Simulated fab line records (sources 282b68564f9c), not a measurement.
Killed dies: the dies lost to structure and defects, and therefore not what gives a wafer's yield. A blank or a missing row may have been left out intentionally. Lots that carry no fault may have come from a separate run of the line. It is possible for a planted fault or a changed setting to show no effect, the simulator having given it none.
A struck lot beside a sound one / flow rit cmos / 26 steps out of a route of 202
Sound: wafers L324.2, L324.3, L324.5. The struck wafers were L335.2, L335.3, L335.5. Last of all comes the cause.
Order at every step that has rows: each side's tool, ch and its chambers, its first start. Under that, the readings that differ: sound wafers / struck wafers / difference of the means / sigmas: that difference in standard deviations of wafers without a fault.
alike: same words and numbers on both sides, and readings whose means sit less than 2 such deviations apart. not compared: any withheld reading, any reading some wafer has no value for, any bound like >300 that may hide the same value, and any number with overlapping values for which the record gives no deviation.
The two part at a step that has a row with sigmas, a row that says differs or no value, or rows on one side only. Numbers that have no deviation but don't overlap get no sigmas and don't part them. Lack of a reading on every wafer of one side parts them only where that side has two or more wafers.

first, 1 step without rows for these wafers: RIT_SPACER_CVD_03 (deposits Si3N4 from SiH2Cl2/NH3, target thk 250 nm, time 3300 s).
RIT_SPACER_THK_MEAS_04:
  sound: film metro-03 at day 4 18:49; struck: film metro-03 at day 7 01:26
reading=SPACER_NITRIDE_THK (nm); sound=244.3 245.9 245.6; struck=252.5 251.9 254.1; difference=+7.6; sigmas=+3
RIT_SPACER_ETCHBACK_05: etches Si3N4 in SF6/CHF3, stops on SiO2, target depth 250 nm, time 240 s.
  sound on rie diel-04 ch 0,2, day 4 18:52; struck on rie diel-04 ch 1,2,3, day 7 01:29
  alike: drypump motor current A, oes product au, throttle valve pct
  not compared: rf hours counter h
then, 6 steps without rows for these wafers: RIT_NSD_HMDS_00 (prime time 60 s); RIT_NSD_COAT_01 (resist thk 1000 nm); RIT_NSD_SOFTBAKE_02 (time 60 s); RIT_NSD_EXPOSE_03 (exposes mask M9, target cd 40700 nm); RIT_NSD_PEB_04; RIT_NSD_DEVELOP_05 (develop time 50 s).
RIT_NSD_OVL_MEAS_06:
  sound: overlay-01 at day 4 19:52; struck: overlay-01 at day 7 02:29
  alike: NSD_OVL
then, 2 steps without rows for these wafers: RIT_NSD_HARDBAKE_07 (time 60 s); RIT_NSD_IMPLANT_08.
RIT_NSD_STRIP_09: strips in O2, time 180 s.
  sound on plasma asher-03 ch 1, day 4 20:11; struck on plasma asher-03 ch 0,1, day 7 02:49
  no value came back on the struck wafers for chamber pressure mTorr (mTorr), drypump motor current A (A); on the sound wafers chamber pressure mTorr (mTorr) reads 4003 3994 4001
reading=model.NOVOLAK_of_NSD_COAT_01.thk nm (nm); sound=0 0 0; struck=880.9 882.6 881.9; difference=+881.8; sigmas=
  not compared: rf hours counter h
RIT_NSD_TW_MEAS_10:
  sound: film metro-02 at day 4 20:23; struck: film metro-01 at day 7 03:00
  alike: NSD_TW
then, 6 steps without rows for these wafers: RIT_PSD_HMDS_00 (prime time 60 s); RIT_PSD_COAT_01 (resist thk 1000 nm); RIT_PSD_SOFTBAKE_02 (time 60 s); RIT_PSD_EXPOSE_03 (exposes mask M10, target cd 40900 nm); RIT_PSD_PEB_04; RIT_PSD_DEVELOP_05 (develop time 50 s).
RIT_PSD_OVL_MEAS_06:
  sound: overlay-02 at day 4 21:17; struck: overlay-02 at day 7 04:02
  alike: PSD_OVL
then, 2 steps without rows for these wafers: RIT_PSD_HARDBAKE_07 (time 60 s); RIT_PSD_IMPLANT_08.
RIT_PSD_STRIP_09: strips in O2, time 180 s.
  sound on plasma asher-02 ch 0,1, day 4 21:37; struck on plasma asher-04 ch 0,1, day 7 04:22
  alike: chamber pressure mTorr, drypump motor current A
  not compared: rf hours counter h
RIT_PSD_TW_MEAS_10:
  sound: film metro-03 at day 4 21:48; struck: film metro-02 at day 7 04:32
reading=PSD_TW; sound=3435 3438 3446; struck=30 30 30; difference=-3410; sigmas=-99 or more
then, 1 step without rows for these wafers: RIT_SDANNEAL_CLEAN_00 (cleans in SC1, time 600 s).

## WHERE THEY PART
Last at RIT_PSD_TW_MEAS_10 as far as this record goes, first at RIT_SPACER_THK_MEAS_04.

WHY: whatever the simulator had introduced
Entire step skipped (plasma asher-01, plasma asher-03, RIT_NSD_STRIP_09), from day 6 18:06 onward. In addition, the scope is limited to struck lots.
